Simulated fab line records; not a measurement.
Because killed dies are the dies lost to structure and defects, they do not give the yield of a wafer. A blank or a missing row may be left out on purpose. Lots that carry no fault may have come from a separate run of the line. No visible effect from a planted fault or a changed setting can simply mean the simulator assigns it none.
Which tool is to blame? / flow rit_cmos / route of 202 steps, sampled at 1 step: 14 lots, 42 wafers

WHAT EACH GAUGE READ, for each wafer
The record holds no reading of a measuring or inspecting step that can be judged against a usual standard deviation.

TOOL THAT RAN EACH LOT (tool first, then ch and the chambers of the sampled wafers, then the start)
lot=L681; RIT_PSD_PEB_04=litho_track-04 ch 0, day 3 15:18
lot=L683; RIT_PSD_PEB_04=litho_track-03 ch 0, day 4 04:39
lot=L684; RIT_PSD_PEB_04=litho_track-03 ch 0, day 4 06:31
lot=L685; RIT_PSD_PEB_04=litho_track-04 ch 0, day 4 11:31
lot=L686; RIT_PSD_PEB_04=litho_track-03 ch 0, day 4 17:16
lot=L687; RIT_PSD_PEB_04=litho_track-04 ch 0, day 5 03:05
lot=L689; RIT_PSD_PEB_04=litho_track-03 ch 0, day 5 08:13
lot=L690; RIT_PSD_PEB_04=litho_track-01 ch 0, day 5 13:05
lot=L691; RIT_PSD_PEB_04=litho_track-01 ch 0, day 5 19:38
lot=L693; RIT_PSD_PEB_04=litho_track-03 ch 0, day 6 07:36
lot=L695; RIT_PSD_PEB_04=litho_track-03 ch 0, day 6 15:13
lot=L698; RIT_PSD_PEB_04=litho_track-04 ch 0, day 7 04:26
lot=L700; RIT_PSD_PEB_04=litho_track-03, day 7 14:15
lot=L701; RIT_PSD_PEB_04=litho_track-03, day 7 20:02
- RIT_PSD_PEB_04

WHAT THE TOOLS THEMSELVES READ (means of the sampled wafers that have a number; where no wafer has one, the mark that the record gives instead)
RIT_PSD_PEB_04. Usual: exhaust_pa 44.9 Pa, standard deviation 0.82.
lot=L681; tool=litho_track-04; exhaust_pa (Pa)=45.8; flag=
lot=L683; tool=litho_track-03; exhaust_pa (Pa)=45.7; flag=
lot=L684; tool=litho_track-03; exhaust_pa (Pa)=45.2; flag=
lot=L685; tool=litho_track-04; exhaust_pa (Pa)=44.5; flag=
lot=L686; tool=litho_track-03; exhaust_pa (Pa)=44.9; flag=
lot=L687; tool=litho_track-04; exhaust_pa (Pa)=45.2; flag=
lot=L689; tool=litho_track-03; exhaust_pa (Pa)=44.6; flag=
lot=L690; tool=litho_track-01; exhaust_pa (Pa)=44.9; flag=
lot=L691; tool=litho_track-01; exhaust_pa (Pa)=45.5; flag=
lot=L693; tool=litho_track-03; exhaust_pa (Pa)=44.8; flag=
lot=L695; tool=litho_track-03; exhaust_pa (Pa)=45.6; flag=
lot=L698; tool=litho_track-04; exhaust_pa (Pa)=44.6; flag=
lot=L700; tool=litho_track-03; exhaust_pa (Pa)=-; flag=OFF
lot=L701; tool=litho_track-03; exhaust_pa (Pa)=-; flag=OFF

THE ANSWER, worked out from the rows above alone
Rule: a lot is off if the mean of its wafers that have a number lies more than 3 standard deviations from the usual mean. Also off: a lot with no number at a reading for which 4 or more lots have one. All remaining lots with rows at the step are treated as sound. After the gauges, taken in route order, come the tools' own readings; for these a lot's mean is taken, as printed above. At the first step where some lot is off, the reading lying furthest off is the one used; lots without a number count as furthest.
Off, at RIT_PSD_PEB_04 on exhaust_pa: L700, L701. Without a number there: L700, L701.
A tool fits if, at that step or a process step before it, it ran every lot that is off, and no sound lot after the first of them. One fits: RIT_PSD_PEB_04 on litho_track-03. Its last sound lot is L695 (day 6 15:13), its first lot that is off L700 (day 7 14:15): a fault that began between those two fits.
Blank at RIT_PSD_PEB_04 on the lots that are off, where sound lots have numbers: exhaust_pa.

WHAT THE SIMULATOR HAD INSERTED
Step skipped in full: litho_track-03, at RIT_PSD_PEB_04, from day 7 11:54 onward. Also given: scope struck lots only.
Lots struck among those shown: L700, L701. The rule given above showed the same thing.
